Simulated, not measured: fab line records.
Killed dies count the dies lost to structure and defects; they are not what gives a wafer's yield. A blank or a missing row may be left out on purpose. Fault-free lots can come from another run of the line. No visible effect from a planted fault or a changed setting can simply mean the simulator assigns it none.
fab line records	flow ritCmos
record: lots: 7	wafers: 21	lastDay: 6
route steps=202 shown NLDD@105 PLDD@114 M1@202
lots that met no fault: from a run of the same line without faults
startH: the number of hours between the record's first day and the start of the first shown wafer of the lot	waitH: hours elapsed since this lot's preceding step	" same as the row above	L1.1+2: one row covering several wafers at once	- no value, or no start was given	* or withheld: withheld	< > ~ a bound
route shown NAME@n: names a module that has steps shown in the file, with the first one's number in the route	usual: the fault-free wafers' mean and standard deviation	same: alike in all rows	chamber/n: place in a boat	sites: each site's reading	_std_site: standard deviation of those values	_edge_site: the outer-site mean with the inner-site mean subtracted	radiusMm: how far each site lies from the wafer's centre	mask NAME#n: copy n	behind: the last tool/chamber to shape the wafer	hold: the reason the lot was held/the length of the hold in hours/how it ended	device: which transistor (n, p or np) failed to switch	end of line: the tests these same wafers got at the end of their route	a step given without rows: its recipe and nothing more	killed: not the wafer's yield, but the dies lost to structure and defects at the first sort	map: shows each die of a wafer: x if killed, . if not, _ if none is there
set.NAME: the setting that was run; set.NAME@STEP: the one run at that earlier step	model.NAME: the simulator's own value behind a step, which no gauge read
lots at some steps of the route; a table a step, a row a wafer
services: when a tool's chamber went out of use (startH, in hours from the record's first day, below 0 if earlier), for how many hours, and the reason
== steps ==
step: RIT_NLDD_SOFTBAKE_02
recipe: resist: NOVOLAK	tempC: 90	timeS: 60
step: RIT_NLDD_EXPOSE_03
recipe: maskId: M7	na: 0.57	targetCdNm: 40700	doseMj: 250
step: RIT_NLDD_PEB_04
recipe: resist: NOVOLAK	tempC: withheld	timeS: withheld
step: RIT_NLDD_DEVELOP_05
recipe: resist: NOVOLAK	developTimeS: 50	devTempC: 23
step: RIT_NLDD_OVL_MEAS_06
usual: NLDD_OVL: 1.4/1.3
lot.wafer	tool	chamber	startH	waitH	NLDD_OVL[nm]
L575.1	overlay-02	-	47.95	-	1.7
L575.2	"	-	"	"	0.4
L575.3	"	-	"	"	-0.5
L579.2	overlay-01	-	70.13	-	-1.0
L579.3	"	-	"	"	0.2
L579.6	"	-	"	"	-1.7
L583.2	overlay-02	-	86.86	-	3.3
L583.4	"	-	"	"	0.1
L583.5	"	-	"	"	1.6
L585.2	overlay-01	-	97.34	-	1.6
L585.5	"	-	"	"	3.0
L585.6	"	-	"	"	1.3
L587.2	overlay-02	-	106.38	-	0.6
L587.4	"	-	"	"	1.7
L587.6	"	-	"	"	0.3
L589.1	overlay-02	-	115.84	-	-0.5
L589.2	"	-	"	"	1.2
L589.6	"	-	"	"	2.6
L591.3	overlay-01	-	126.08	-	0.3
L591.4	"	-	"	"	-0.1
L591.5	"	-	"	"	0.0
step: RIT_NLDD_HARDBAKE_07
recipe: resist: NOVOLAK	tempC: 140	timeS: 60
step: RIT_NLDD_IMPLANT_08
recipe: species: P	energyKev: 20	doseCm2: 5e+14	tiltDeg: 7
step: RIT_NLDD_STRIP_09
recipe: chemistry: O2	timeS: 180	resist: NOVOLAK	platenTempC: withheld	powerW: 500	pressureMtorr: 4000	o2FlowSccm: 4000
usual: drypumpMotorCurrentA: 5.7/0.33
lot.wafer	tool	chamber	startH	waitH	drypumpMotorCurrentA	rfHoursCounterH
L575.1	plasmaAsher-03	0	48.28	0.1	5.5	38
L575.2	"	1	"	"	6.0	38
L575.3	"	1	"	"	6.0	-
L579.2	plasmaAsher-03	0	70.46	0.1	5.5	41
L579.3	"	1	"	"	6.0	-
L579.6	"	1	"	"	6.0	-
L583.2	plasmaAsher-04	0	87.19	0.1	5.5	30
L583.4	"	0	"	"	5.6	-
L583.5	"	0	"	"	5.5	-
L585.2	plasmaAsher-03	0	97.67	0.1	5.5	44
L585.5	"	1	"	"	6.0	-
L585.6	"	0	"	"	5.6	-
L587.2	plasmaAsher-03	1	106.71	0.1	6.0	45
L587.4	"	0	"	"	5.5	-
L587.6	"	1	"	"	6.0	-
L589.1	plasmaAsher-02	0	116.18	0.1	5.1	49
L589.2	"	1	"	"	6.0	49
L589.6	"	1	"	"	6.0	-
L591.3	plasmaAsher-02	0	126.46	0.1	5.1	-
L591.4	"	1	"	"	6.0	-
L591.5	"	1	"	"	6.0	-
step: RIT_NLDD_TW_MEAS_10
usual: NLDD_TW: 2505/11
lot.wafer	tool	chamber	startH	waitH	NLDD_TW
L575.1	filmMetro-04	-	48.46	0.1	2504
L575.2	"	-	"	"	2518
L575.3	"	-	"	"	2507
L579.2	filmMetro-04	-	70.65	0.1	2489
L579.3	"	-	"	"	2487
L579.6	"	-	"	"	2497
L583.2	filmMetro-04	-	87.38	0.1	2509
L583.4	"	-	"	"	2493
L583.5	"	-	"	"	2515
L585.2	filmMetro-04	-	97.86	0.1	2485
L585.5	"	-	"	"	2497
L585.6	"	-	"	"	2491
L587.2	filmMetro-03	-	106.89	0.1	2502
L587.4	"	-	"	"	2522
L587.6	"	-	"	"	2509
L589.1	filmMetro-03	-	116.35	0.1	2515
L589.2	"	-	"	"	2517
L589.6	"	-	"	"	2509
L591.3	filmMetro-03	-	126.60	0.1	2503
L591.4	"	-	"	"	2503
L591.5	"	-	"	"	2496
step: RIT_PLDD_HMDS_00
recipe: primeTimeS: 60	primeTempC: 140
step: RIT_PLDD_COAT_01
recipe: resist: NOVOLAK	spinRpm: 3250	resistThkNm: 1000
step: RIT_PLDD_SOFTBAKE_02
recipe: resist: NOVOLAK	tempC: 90	timeS: 60
step: RIT_PLDD_EXPOSE_03
recipe: maskId: M8	na: 0.57	targetCdNm: 40900	doseMj: 250
usual: exposureDoseMJCm2: 249.95/0.25	focusOffsetNm: 0.2/0.54
lot.wafer	tool	chamber	startH	waitH	mask	exposureDoseMJCm2	focusOffsetNm	model.PLDD.overlayXNm
L575.1	ilineStepper-01	0	49.09	0.2	M8#0	250.18	0.0	-1.3
L575.2	"	0	"	"	M8#0	249.90	-0.8	-1.3
L575.3	"	0	"	"	M8#0	250.05	-0.3	-1.3
L579.2	ilineStepper-02	0	71.29	0.2	M8#0	249.83	-0.2	-0.3263
L579.3	"	0	"	"	M8#0	249.94	-1.1	-0.3263
L579.6	"	0	"	"	M8#0	250.11	0.2	-0.3263
L583.2	ilineStepper-02	0	88.08	0.2	M8#0	249.66	-0.2	6340
L583.4	"	0	"	"	M8#0	250.04	0.7	6340
L583.5	"	0	"	"	M8#0	249.80	0.7	6340
L585.2	ilineStepper-02	0	98.50	0.2	M8#0	250.08	0.7	6340
L585.5	"	0	"	"	M8#0	250.03	-0.4	6340
L585.6	"	0	"	"	M8#0	250.25	-0.2	6340
L587.2	ilineStepper-02	0	107.54	0.2	M8#0	249.84	0.2	6338
L587.4	"	0	"	"	M8#0	249.97	1.3	6338
L587.6	"	0	"	"	M8#0	249.73	0.7	6338
L589.1	ilineStepper-01	0	116.99	0.2	M8#0	250.49	0.0	-0.6875
L589.2	"	0	"	"	M8#0	249.78	0.5	-0.6875
L589.6	"	0	"	"	M8#0	250.02	0.1	-0.6875
L591.3	ilineStepper-01	0	127.13	0.1	M8#0	250.06	0.0	0.2694
L591.4	"	0	"	"	M8#0	250.55	-0.7	0.2694
L591.5	"	0	"	"	M8#0	250.15	-0.9	0.2694
step: RIT_PLDD_PEB_04
recipe: resist: NOVOLAK	tempC: withheld	timeS: withheld
step: RIT_PLDD_DEVELOP_05
recipe: resist: NOVOLAK	developTimeS: 50	devTempC: 23
step: RIT_PLDD_OVL_MEAS_06
usual: PLDD_OVL: -0.8/1.5
lot.wafer	tool	chamber	startH	waitH	PLDD_OVL[nm]
L575.1	overlay-02	-	49.49	-	-2.4
L575.2	"	-	"	"	-2.0
L575.3	"	-	"	"	-2.2
L579.2	overlay-02	-	71.68	-	0.4
L579.3	"	-	"	"	-1.3
L579.6	"	-	"	"	2.0
L583.2	overlay-01	-	88.47	-	-
L583.4	"	-	"	"	-
L583.5	"	-	"	"	-
L585.2	overlay-01	-	98.89	-	-
L585.5	"	-	"	"	-
L585.6	"	-	"	"	-
L587.2	overlay-01	-	107.92	-	-
L587.4	"	-	"	"	-
L587.6	"	-	"	"	-
L589.1	overlay-01	-	117.39	-	0.1
L589.2	"	-	"	"	-0.2
L589.6	"	-	"	"	-1.8
L591.3	overlay-02	-	127.59	-	-1.5
L591.4	"	-	"	"	-1.1
L591.5	"	-	"	"	-1.3
step: RIT_PLDD_HARDBAKE_07
recipe: resist: NOVOLAK	tempC: 140	timeS: 60
step: RIT_M1_PROBE_99
usual: killedAtContacts: 0.1/0.27	killedAtFrontEnd: 7/3.1	killedDies: 7/3.1	killedOnRim: 1.8/1.5	killedOpen: 3.3/2.1	killedShort: 3.5/2
same: grossDies: 264	killed_at_M0_to_M3: 0	killed_at_M4_up: 0	killedAtBackSide: 0	killedAtOther: 0
lot.wafer	tool	chamber	startH	waitH	killedAtContacts	killedAtFrontEnd	killedDies	killedOnRim	killedOpen	killedShort	model.etest.nmos_0p15.rOnOhmUm	model.etest.nmos_0p3.rOnOhmUm	model.etest.pldd.widthNm	model.etest.nmos_0p15.driveUaUm	model.etest.nmosNarrow.driveUaUm	model.etest.nmos_0p3.driveUaUm	model.etest.pldd.lineOhmUm	model.etest.nmos_0p15.swingMvDec
L575.1	prober-02	-	64.94	0.1	0	2	2	0	0	2	1231	2252	3210	438.9	226.4	221	173.4	85.13
L575.2	prober-02	-	64.99	0.1	0	9	9	1	4	5	1160	2164	3208	464.6	232.9	228.6	172.8	84.87
L575.3	prober-02	-	65.04	0.2	0	5	5	0	4	1	1143	2175	3183	454.9	227	224.1	170.8	85.18
L579.2	prober-02	-	85.89	0.1	0	3	3	0	1	2	1075	2098	3179	492.2	232.6	234.7	160.3	85.98
L579.3	prober-02	-	85.94	0.2	0	5	5	1	3	2	1047	2040	3178	499.9	236.9	238.2	154.9	85.68
L579.6	prober-02	-	86.09	0.2	0	6	6	0	2	4	1030	2070	3184	508.8	227.8	232.4	153.1	86.83
L583.2	prober-02	-	102.36	0.1	0	264	264	70	1	2	2.526e+04	1.754e+04	2175	170.2	132.2	134.3	240.2	160.6
L583.4	prober-02	-	102.46	0.2	0	264	264	70	0	2	-	-	2192	-	-	-	242.6	-
L583.5	prober-02	-	102.51	0.2	0	264	264	70	0	1	-	-	2201	-	-	-	236.7	-
L585.2	prober-02	-	113.12	0.1	0	264	264	70	3	5	2.131e+04	1.465e+04	2156	146.7	109.3	113.7	219.6	150.1
L585.5	prober-02	-	113.27	0.2	0	264	264	70	2	3	-	-	2152	-	-	-	227.6	-
L585.6	prober-02	-	113.32	0.2	0	264	264	70	0	2	1.12e+04	9354	2160	171.9	126.8	130.1	222.9	121.7
L587.2	prober-02	-	122.37	0.1	0	264	264	70	5	4	7280	5654	2221	182.9	133.6	133.4	245	101.6
L587.4	prober-02	-	122.47	0.2	1	263	264	70	3	0	-	-	2202	-	-	-	253.6	-
L587.6	prober-02	-	122.57	0.2	0	264	264	70	5	3	7120	5480	2200	181	131.2	131.8	246.4	99.08
L589.1	prober-02	-	132.27	0.1	0	12	12	1	9	3	1094	2137	3175	470.7	223.9	226.3	153.1	85.65
L589.2	prober-02	-	132.32	0.1	0	13	13	4	7	6	1106	2165	3157	455.1	214.3	219.5	144.6	86.01
L589.6	prober-02	-	132.52	0.2	0	3	3	3	2	1	1120	2198	3148	460.1	210.6	216.1	155.1	86.89
L591.3	prober-02	-	143.33	0.2	0	4	4	2	3	1	1150	2180	3160	463.9	221.7	224.7	172.9	85.68
L591.4	prober-02	-	143.38	0.2	1	13	14	2	5	9	1192	2214	3183	455.5	224.8	224	165.9	85.44
L591.5	prober-02	-	143.43	0.2	0	6	6	1	3	3	1171	2234	3172	459.8	219.9	225.7	164.8	85.69
killed by level:class
L575.1 FOX1:geometricParticle:short=1 FOX2:geometricParticle:short=1
L575.2 GATE:geometricParticle:short=3 GATE:geometricParticle:open=2 FOX1:geometricParticle:open=1 FOX2:geometricParticle:short=1 SILICIDE:geometricParticle:open=1 SILICIDE:geometricParticle:short=1
L575.3 GATE:geometricParticle:open=2 SPACER:geometricParticle:open=2 GATE:geometricParticle:short=1
L579.2 SPACER:geometricParticle:open=1 SPACER:geometricParticle:short=1 SILICIDE:geometricParticle:short=1
L579.3 GATE:geometricParticle:open=2 FOX2:geometricParticle:open=1 GATE:geometricParticle:short=1 SPACER:geometricParticle:short=1
L579.6 FOX2:geometricParticle:short=2 GATE:geometricParticle:open=2 GATE:geometricParticle:short=2
L583.2 PLDD:overlay=261 FOX2:geometricParticle:short=1 GATE:geometricParticle:short=1 SILICIDE:geometricParticle:open=1
L583.4 PLDD:overlay=262 SILICIDE:geometricParticle:short=2
L583.5 PLDD:overlay=263 FOX1:geometricParticle:short=1
L585.2 PLDD:overlay=256 GATE:geometricParticle:open=2 GATE:geometricParticle:short=2 FOX2:geometricParticle:short=1 REOX:geometricParticle:short=1 SPACER:geometricParticle:open=1 SILICIDE:geometricParticle:short=1
L585.5 PLDD:overlay=259 GATE:geometricParticle:short=2 GATE:geometricParticle:open=1 REOX:geometricParticle:open=1 REOX:geometricParticle:short=1
L585.6 PLDD:overlay=262 GATE:geometricParticle:short=1 SPACER:geometricParticle:short=1
L587.2 PLDD:overlay=255 GATE:geometricParticle:open=3 SILICIDE:geometricParticle:open=2 SILICIDE:geometricParticle:short=2 FOX1:geometricParticle:short=1 REOX:geometricParticle:short=1
L587.4 PLDD:overlay=261 GATE:geometricParticle:open=1 REOX:geometricParticle:open=1 CONTACT:geometricParticle:open=1
L587.6 PLDD:overlay=256 GATE:geometricParticle:open=4 FOX1:geometricParticle:open=1 GATE:geometricParticle:short=1 SPACER:geometricParticle:short=1 SILICIDE:geometricParticle:short=1
L589.1 GATE:geometricParticle:open=3 SILICIDE:geometricParticle:open=3 FOX2:geometricParticle:open=2 GATE:geometricParticle:short=1 REOX:geometricParticle:open=1 SPACER:geometricParticle:short=1 SILICIDE:geometricParticle:short=1
L589.2 FOX2:geometricParticle:open=3 GATE:geometricParticle:short=2 SPACER:geometricParticle:open=2 GATE:geometricParticle:open=2 SPACER:geometricParticle:short=2 FOX1:geometricParticle:short=1 SILICIDE:geometricParticle:short=1
L589.6 REOX:geometricParticle:open=1 SILICIDE:geometricParticle:short=1 SILICIDE:geometricParticle:open=1
L591.3 FOX1:geometricParticle:short=1 GATE:geometricParticle:open=1 REOX:geometricParticle:open=1 SPACER:geometricParticle:open=1
L591.4 GATE:geometricParticle:short=6 GATE:geometricParticle:open=3 FOX1:geometricParticle:short=1 REOX:geometricParticle:short=1 SPACER:geometricParticle:open=1 SILICIDE:geometricParticle:short=1 CONTACT:geometricParticle:open=1
L591.5 GATE:geometricParticle:open=2 GATE:geometricParticle:short=1 REOX:geometricParticle:short=1 SPACER:geometricParticle:open=1 SILICIDE:geometricParticle:short=1
map L583.2 (x killed, . not)
________xxxxxxx_______
_____xxxxxxxxxxxxx____
____xxxxxxxxxxxxxxx___
___xxxxxxxxxxxxxxxxx__
__xxxxxxxxxxxxxxxxxxx_
__xxxxxxxxxxxxxxxxxxx_
_xxxxxxxxxxxxxxxxxxxxx
_xxxxxxxxxxxxxxxxxxxxx
_xxxxxxxxxxxxxxxxxxxxx
_xxxxxxxxxxxxxxxxxxxxx
__xxxxxxxxxxxxxxxxxxx_
__xxxxxxxxxxxxxxxxxxx_
___xxxxxxxxxxxxxxxxx__
____xxxxxxxxxxxxxxx___
_____xxxxxxxxxxxxx____
________xxxxxxx_______
map L585.2 (x killed, . not)
________xxxxxxx_______
_____xxxxxxxxxxxxx____
____xxxxxxxxxxxxxxx___
___xxxxxxxxxxxxxxxxx__
__xxxxxxxxxxxxxxxxxxx_
__xxxxxxxxxxxxxxxxxxx_
_xxxxxxxxxxxxxxxxxxxxx
_xxxxxxxxxxxxxxxxxxxxx
_xxxxxxxxxxxxxxxxxxxxx
_xxxxxxxxxxxxxxxxxxxxx
__xxxxxxxxxxxxxxxxxxx_
__xxxxxxxxxxxxxxxxxxx_
___xxxxxxxxxxxxxxxxx__
____xxxxxxxxxxxxxxx___
_____xxxxxxxxxxxxx____
________xxxxxxx_______
== services ==
tool	chamber	startH	hours	kind
ilineStepper-02	-	43.19	4.4	pm
ilineStepper-02	0	70.03	-	calibration
ilineStepper-02	-	72.64	1.7	pm
ilineStepper-01	0	104.89	-	calibration
== key ==
firstSign: step: RIT_PLDD_OVL_MEAS_06	reading: PLDD_OVL	direction: missing
effect: step: RIT_M1_PROBE_99	reading: killedDies	direction: up	sigmas: 83	usual: 7	struck: 264
modelEffect: step: RIT_PLDD_EXPOSE_03	value: PLDD.overlayXNm	without: -0.196	struck: 6339
modelEffect: step: RIT_M1_PROBE_99	value: etest.nmos_0p15.rOnOhmUm	without: 1143	struck: 1.443e+04
moreKillsBornAt: RIT_PLDD_EXPOSE_03@ilineStepper-02: 2335
metAt RIT_PLDD_EXPOSE_03
struckWafers L583.2,L583.4,L583.5,L585.2,L585.5,L585.6,L587.2,L587.4,L587.6
testerLeftOut L583,L585,L587
onsetBetween 71.29 88.08
fault: kind: scannerMatchingOverlay	tool: ilineStepper-02	chamber: -	onsetH: 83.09	steps: RIT_PLDD_EXPOSE_03	offset: 6339.5
testerLeftOut: of these lots the tester's yield and bins aren't shown, on N5 and GAA mostly nor the transistor test; their killed dies are dies lost to structure and defects alone, not to doping, threshold or leakage, so they don't give the yield
